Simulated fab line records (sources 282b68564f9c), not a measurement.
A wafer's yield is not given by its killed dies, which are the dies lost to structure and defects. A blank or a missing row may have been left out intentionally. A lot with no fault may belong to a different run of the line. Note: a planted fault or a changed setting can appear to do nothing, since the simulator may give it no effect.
Which of the tools did it? / flow rit-cmos / 14 lots with 42 wafers sampled at 6 steps, on a route of 202 steps

WHAT THE GAUGES READ, wafer by wafer
RIT_NLDD_TW_MEAS_10. Usual: for NLDD_TW the level is 2510 and the standard deviation is 14.
lot=L839; measured=day 2 20:16; on=film-metro-01; NLDD_TW=2495 2481 2500; flag=
lot=L840; measured=day 3 00:42; on=film-metro-04; NLDD_TW=2511 2521 2520; flag=
lot=L841; measured=day 3 14:14; on=film-metro-04; NLDD_TW=2499 2505 2519; flag=
lot=L845; measured=day 4 08:41; on=film-metro-01; NLDD_TW=2507 2498 2507; flag=
lot=L847; measured=day 4 12:18; on=film-metro-04; NLDD_TW=2488 2513 2505; flag=
lot=L848; measured=day 4 20:36; on=film-metro-01; NLDD_TW=2509 2508 2498; flag=
lot=L850; measured=day 5 06:54; on=film-metro-01; NLDD_TW=2520 2522 2508; flag=
lot=L851; measured=day 5 11:50; on=film-metro-04; NLDD_TW=2505 2507 2505; flag=
lot=L852; measured=day 5 17:50; on=film-metro-02; NLDD_TW=2535 2548 2522; flag=
lot=L853; measured=day 5 21:35; on=film-metro-02; NLDD_TW=2532 2532 2535; flag=
lot=L855; measured=day 6 06:01; on=film-metro-01; NLDD_TW=2519 2513 2525; flag=
lot=L856; measured=day 6 08:37; on=film-metro-01; NLDD_TW=2516 2516 2515; flag=
lot=L860; measured=day 7 06:41; on=film-metro-02; NLDD_TW=2524 2528 2530; flag=
lot=L861; measured=day 7 13:01; on=film-metro-02; NLDD_TW=2519 2521 2521; flag=

RIT_NSD_TW_MEAS_10. Usual: for NSD_TW the level is 3156 and the standard deviation is 16.
lot=L839; measured=day 3 01:46; on=film-metro-01; NSD_TW=3133 3145 3139; flag=
lot=L840; measured=day 3 06:14; on=film-metro-02; NSD_TW=3155 3171 3184; flag=
lot=L841; measured=day 3 19:34; on=film-metro-02; NSD_TW=3169 3161 3183; flag=
lot=L845; measured=day 4 14:04; on=film-metro-02; NSD_TW=3166 3165 3166; flag=
lot=L847; measured=day 4 17:47; on=film-metro-02; NSD_TW=3162 3173 3156; flag=
lot=L848; measured=day 5 02:06; on=film-metro-02; NSD_TW=3181 3189 3165; flag=
lot=L850; measured=day 5 12:22; on=film-metro-01; NSD_TW=3143 3151 3157; flag=
lot=L851; measured=day 5 17:34; on=film-metro-04; NSD_TW=3136 3154 3151; flag=
lot=L852; measured=day 5 23:17; on=film-metro-01; NSD_TW=3168 3154 3154; flag=
lot=L853; measured=day 6 02:59; on=film-metro-02; NSD_TW=3147 3140 3130; flag=
lot=L855; measured=day 6 12:46; on=film-metro-01; NSD_TW=3171 3176 3158; flag=
lot=L856; measured=day 6 13:58; on=film-metro-04; NSD_TW=3153 3167 3169; flag=
lot=L860; measured=day 7 12:16; on=film-metro-04; NSD_TW=2717 2714 2715; flag=OFF
lot=L861; measured=day 7 18:53; on=film-metro-01; NSD_TW=2757 2749 2765; flag=OFF

RIT_SDANNEAL_RS_MEAS_05: measures by four-point-probe. Usual: for NSD_RS the level is 84.4 ohm/sq and the standard deviation is 0.34.
lot=L839; measured=day 3 03:49; on=film-metro-04; NSD_RS (ohm/sq)=84.8 85.1 84.9; flag=
lot=L840; measured=day 3 08:16; on=film-metro-02; NSD_RS (ohm/sq)=84.0 84.0 84.0; flag=
lot=L841; measured=day 3 21:46; on=film-metro-02; NSD_RS (ohm/sq)=84.2 83.9 84.1; flag=
lot=L845; measured=day 4 16:13; on=film-metro-02; NSD_RS (ohm/sq)=83.9 83.7 84.1; flag=
lot=L847; measured=day 4 20:03; on=film-metro-01; NSD_RS (ohm/sq)=84.7 84.4 84.6; flag=
lot=L848; measured=day 5 04:08; on=film-metro-04; NSD_RS (ohm/sq)=85.0 84.8 84.9; flag=
lot=L850; measured=day 5 14:31; on=film-metro-01; NSD_RS (ohm/sq)=84.5 84.3 84.4; flag=
lot=L851; measured=day 5 19:46; on=film-metro-01; NSD_RS (ohm/sq)=84.7 84.5 84.6; flag=
lot=L852; measured=day 6 01:21; on=film-metro-04; NSD_RS (ohm/sq)=84.5 84.2 84.4; flag=
lot=L853; measured=day 6 05:09; on=film-metro-04; NSD_RS (ohm/sq)=84.9 85.1 84.7; flag=
lot=L855; measured=day 6 14:56; on=film-metro-02; NSD_RS (ohm/sq)=84.0 84.1 84.0; flag=
lot=L856; measured=day 6 16:08; on=film-metro-04; NSD_RS (ohm/sq)=83.9 84.1 84.1; flag=
lot=L860; measured=day 7 14:38; on=film-metro-02; NSD_RS (ohm/sq)=137.9 136.4 136.5; flag=OFF
lot=L861; measured=day 7 21:25; on=film-metro-04; NSD_RS (ohm/sq)=134.7 135.0 134.7; flag=OFF

RIT_SDANNEAL_RS_MEAS_07: measures by four-point-probe. Usual: for NLDD_RS the level is 151.7 ohm/sq and the standard deviation is 0.57.
lot=L839; measured=day 3 04:03; on=film-metro-04; NLDD_RS (ohm/sq)=152.6 152.7 152.3; flag=
lot=L840; measured=day 3 08:30; on=film-metro-02; NLDD_RS (ohm/sq)=151.3 151.4 151.2; flag=
lot=L841; measured=day 3 22:01; on=film-metro-02; NLDD_RS (ohm/sq)=151.9 152.0 151.5; flag=
lot=L845; measured=day 4 16:27; on=film-metro-02; NLDD_RS (ohm/sq)=151.0 150.6 150.6; flag=
lot=L847; measured=day 4 20:17; on=film-metro-01; NLDD_RS (ohm/sq)=151.2 150.8 151.1; flag=
lot=L848; measured=day 5 04:23; on=film-metro-04; NLDD_RS (ohm/sq)=151.3 151.4 151.6; flag=
lot=L850; measured=day 5 14:46; on=film-metro-01; NLDD_RS (ohm/sq)=151.5 151.3 151.3; flag=
lot=L851; measured=day 5 20:01; on=film-metro-01; NLDD_RS (ohm/sq)=152.0 152.2 152.3; flag=
lot=L852; measured=day 6 01:35; on=film-metro-04; NLDD_RS (ohm/sq)=151.9 152.2 152.6; flag=
lot=L853; measured=day 6 05:23; on=film-metro-04; NLDD_RS (ohm/sq)=151.3 152.4 151.3; flag=
lot=L855; measured=day 6 15:10; on=film-metro-02; NLDD_RS (ohm/sq)=151.4 151.7 151.6; flag=
lot=L856; measured=day 6 16:22; on=film-metro-04; NLDD_RS (ohm/sq)=152.0 152.2 152.5; flag=
lot=L860; measured=day 7 14:53; on=film-metro-02; NLDD_RS (ohm/sq)=151.1 150.9 151.1; flag=
lot=L861; measured=day 7 21:40; on=film-metro-04; NLDD_RS (ohm/sq)=152.3 153.0 152.4; flag=

EACH LOT AND THE TOOL THAT RAN IT (in order: tool; ch and the chambers of the sampled wafers; start)
lot=L839; RIT_GATE_STRIP_20=plasma-asher-01 ch 0,1, day 2 13:41; RIT_NSD_IMPLANT_08=implanter-03 ch 0, day 3 01:28
lot=L840; RIT_GATE_STRIP_20=plasma-asher-03 ch 0,1, day 2 19:53; RIT_NSD_IMPLANT_08=implanter-03 ch 0, day 3 05:55
lot=L841; RIT_GATE_STRIP_20=plasma-asher-03 ch 0,1, day 3 09:07; RIT_NSD_IMPLANT_08=implanter-03 ch 0, day 3 19:17
lot=L845; RIT_GATE_STRIP_20=plasma-asher-01 ch 0,1, day 4 03:49; RIT_NSD_IMPLANT_08=implanter-03 ch 0, day 4 13:44
lot=L847; RIT_GATE_STRIP_20=plasma-asher-01 ch 0,1, day 4 06:55; RIT_NSD_IMPLANT_08=implanter-01 ch 0, day 4 17:28
lot=L848; RIT_GATE_STRIP_20=plasma-asher-02 ch 0,1, day 4 15:33; RIT_NSD_IMPLANT_08=implanter-03 ch 0, day 5 01:46
lot=L850; RIT_GATE_STRIP_20=plasma-asher-01 ch 0,1, day 4 23:33; RIT_NSD_IMPLANT_08=implanter-03 ch 0, day 5 12:05
lot=L851; RIT_GATE_STRIP_20=plasma-asher-01 ch 0,1, day 5 06:37; RIT_NSD_IMPLANT_08=implanter-03 ch 0, day 5 17:15
lot=L852; RIT_GATE_STRIP_20=plasma-asher-01 ch 0,1, day 5 12:01; RIT_NSD_IMPLANT_08=implanter-04 ch 0, day 5 22:58
lot=L853; RIT_GATE_STRIP_20=plasma-asher-01 ch 0,1, day 5 14:52; RIT_NSD_IMPLANT_08=implanter-03 ch 0, day 6 02:40
lot=L855; RIT_GATE_STRIP_20=plasma-asher-02 ch 0,1, day 6 01:19; RIT_NSD_IMPLANT_08=implanter-01 ch 0, day 6 12:27
lot=L856; RIT_GATE_STRIP_20=plasma-asher-01 ch 0,1, day 6 02:59; RIT_NSD_IMPLANT_08=implanter-03 ch 0, day 6 13:40
lot=L860; RIT_GATE_STRIP_20=plasma-asher-01 ch 0,1, day 7 00:34; RIT_NSD_IMPLANT_08=implanter-04 ch 0, day 7 11:56
lot=L861; RIT_GATE_STRIP_20=plasma-asher-02 ch 0,1, day 7 07:40; RIT_NSD_IMPLANT_08=implanter-04 ch 0, day 7 18:34
- RIT_GATE_STRIP_20: strips in O2, time 180 s.
- RIT_NSD_IMPLANT_08

AS READ BY THE TOOLS THEMSELVES (means over the sampled wafers that have a number; for cases with no such wafer, the mark the record gives instead)
RIT_GATE_STRIP_20. Usual: chamber-pressure-mTorr 4000 mTorr, standard deviation 4; drypump-motor-current-A 5.7 A, standard deviation 0.37.
lot=L839; tool=plasma-asher-01; chamber-pressure-mTorr (mTorr)=4003; drypump-motor-current-A (A)=5.7; flag=
lot=L840; tool=plasma-asher-03; chamber-pressure-mTorr (mTorr)=4000; drypump-motor-current-A (A)=6.1; flag=
lot=L841; tool=plasma-asher-03; chamber-pressure-mTorr (mTorr)=4002; drypump-motor-current-A (A)=6.0; flag=
lot=L845; tool=plasma-asher-01; chamber-pressure-mTorr (mTorr)=4003; drypump-motor-current-A (A)=5.5; flag=
lot=L847; tool=plasma-asher-01; chamber-pressure-mTorr (mTorr)=4000; drypump-motor-current-A (A)=5.5; flag=
lot=L848; tool=plasma-asher-02; chamber-pressure-mTorr (mTorr)=4002; drypump-motor-current-A (A)=5.7; flag=
lot=L850; tool=plasma-asher-01; chamber-pressure-mTorr (mTorr)=3998; drypump-motor-current-A (A)=5.7; flag=
lot=L851; tool=plasma-asher-01; chamber-pressure-mTorr (mTorr)=4002; drypump-motor-current-A (A)=5.7; flag=
lot=L852; tool=plasma-asher-01; chamber-pressure-mTorr (mTorr)=3998; drypump-motor-current-A (A)=5.5; flag=
lot=L853; tool=plasma-asher-01; chamber-pressure-mTorr (mTorr)=3997; drypump-motor-current-A (A)=5.5; flag=
lot=L855; tool=plasma-asher-02; chamber-pressure-mTorr (mTorr)=3996; drypump-motor-current-A (A)=5.7; flag=
lot=L856; tool=plasma-asher-01; chamber-pressure-mTorr (mTorr)=3998; drypump-motor-current-A (A)=5.7; flag=
lot=L860; tool=plasma-asher-01; chamber-pressure-mTorr (mTorr)=4000; drypump-motor-current-A (A)=5.5; flag=
lot=L861; tool=plasma-asher-02; chamber-pressure-mTorr (mTorr)=4004; drypump-motor-current-A (A)=5.5; flag=

RIT_NSD_IMPLANT_08. Usual: dose-ions-cm2 9.999e+14, standard deviation 1e+12; end-station-pressure-torr 7.6e-06 Torr, standard deviation 4.1e-07; faraday-current-uA 3127, standard deviation 64.
lot=L839; tool=implanter-03; dose-ions-cm2=1.001e+15; end-station-pressure-torr (Torr)=7.8e-06; faraday-current-uA=3169; flag=
lot=L840; tool=implanter-03; dose-ions-cm2=1.000e+15; end-station-pressure-torr (Torr)=7.5e-06; faraday-current-uA=3072; flag=
lot=L841; tool=implanter-03; dose-ions-cm2=9.988e+14; end-station-pressure-torr (Torr)=7.7e-06; faraday-current-uA=3054; flag=
lot=L845; tool=implanter-03; dose-ions-cm2=1.000e+15; end-station-pressure-torr (Torr)=7.8e-06; faraday-current-uA=3117; flag=
lot=L847; tool=implanter-01; dose-ions-cm2=9.993e+14; end-station-pressure-torr (Torr)=7.7e-06; faraday-current-uA=3042; flag=
lot=L848; tool=implanter-03; dose-ions-cm2=1.000e+15; end-station-pressure-torr (Torr)=7.7e-06; faraday-current-uA=3181; flag=
lot=L850; tool=implanter-03; dose-ions-cm2=1.002e+15; end-station-pressure-torr (Torr)=7.6e-06; faraday-current-uA=3076; flag=
lot=L851; tool=implanter-03; dose-ions-cm2=9.981e+14; end-station-pressure-torr (Torr)=7.8e-06; faraday-current-uA=3210; flag=
lot=L852; tool=implanter-04; dose-ions-cm2=1.000e+15; end-station-pressure-torr (Torr)=7.7e-06; faraday-current-uA=3117; flag=
lot=L853; tool=implanter-03; dose-ions-cm2=9.999e+14; end-station-pressure-torr (Torr)=7.4e-06; faraday-current-uA=3091; flag=
lot=L855; tool=implanter-01; dose-ions-cm2=1.000e+15; end-station-pressure-torr (Torr)=7.4e-06; faraday-current-uA=3125; flag=
lot=L856; tool=implanter-03; dose-ions-cm2=1.000e+15; end-station-pressure-torr (Torr)=7.6e-06; faraday-current-uA=3179; flag=
lot=L860; tool=implanter-04; dose-ions-cm2=5.517e+14; end-station-pressure-torr (Torr)=6.4e-06; faraday-current-uA=1714; flag=OFF
lot=L861; tool=implanter-04; dose-ions-cm2=5.499e+14; end-station-pressure-torr (Torr)=6.4e-06; faraday-current-uA=1728; flag=OFF

THE ANSWER, worked out from the rows above alone
Rule: take the mean of a lot's wafers that have a number; if it is more than 3 standard deviations from the usual mean, the lot is off. Also off: a lot with no number at a reading for which 4 or more lots have one. The other lots that the step has rows for count as sound. Order of review: gauges by route order, followed by the tools' own readings, for which a lot's mean as printed above is used. At the first step where some lot is off, the reading lying furthest off is the one used; lots without a number count as furthest.
Off: L860, L861, seen at RIT_NSD_TW_MEAS_10 (NSD_TW).
A tool fits if, at a process step before that reading, it ran every lot that is off, and no sound lot after the first of them. Not tried: the gauges at RIT_NSD_TW_MEAS_10; whatever is off there is also off at RIT_NSD_IMPLANT_08, on other tools, and gauge error can't account for it. One fits: implanter-04 at RIT_NSD_IMPLANT_08. A fault onset in the window from L852 (day 5 22:58, its last sound lot) to L860 (day 7 11:56, its first lot off) fits.
The tool's own readings at RIT_NSD_IMPLANT_08 bear it out: on the lots that are off they differ by more than 5 times the standard deviation of the sound lots' means. dose-ions-cm2 reads 5.508e+14 there against 9.999e+14 on the sound lots; end-station-pressure-torr reads 6.4e-06 Torr there against 7.6e-06 Torr on the sound lots; faraday-current-uA reads 1721 there against 3119 on the sound lots.

WHAT WAS PUT IN BY THE SIMULATOR
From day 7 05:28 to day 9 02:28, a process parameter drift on implanter-04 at RIT_NSD_IMPLANT_08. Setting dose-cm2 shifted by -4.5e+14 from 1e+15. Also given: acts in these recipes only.
Lots struck among those shown: L860, L861. Same finding as the rule above.
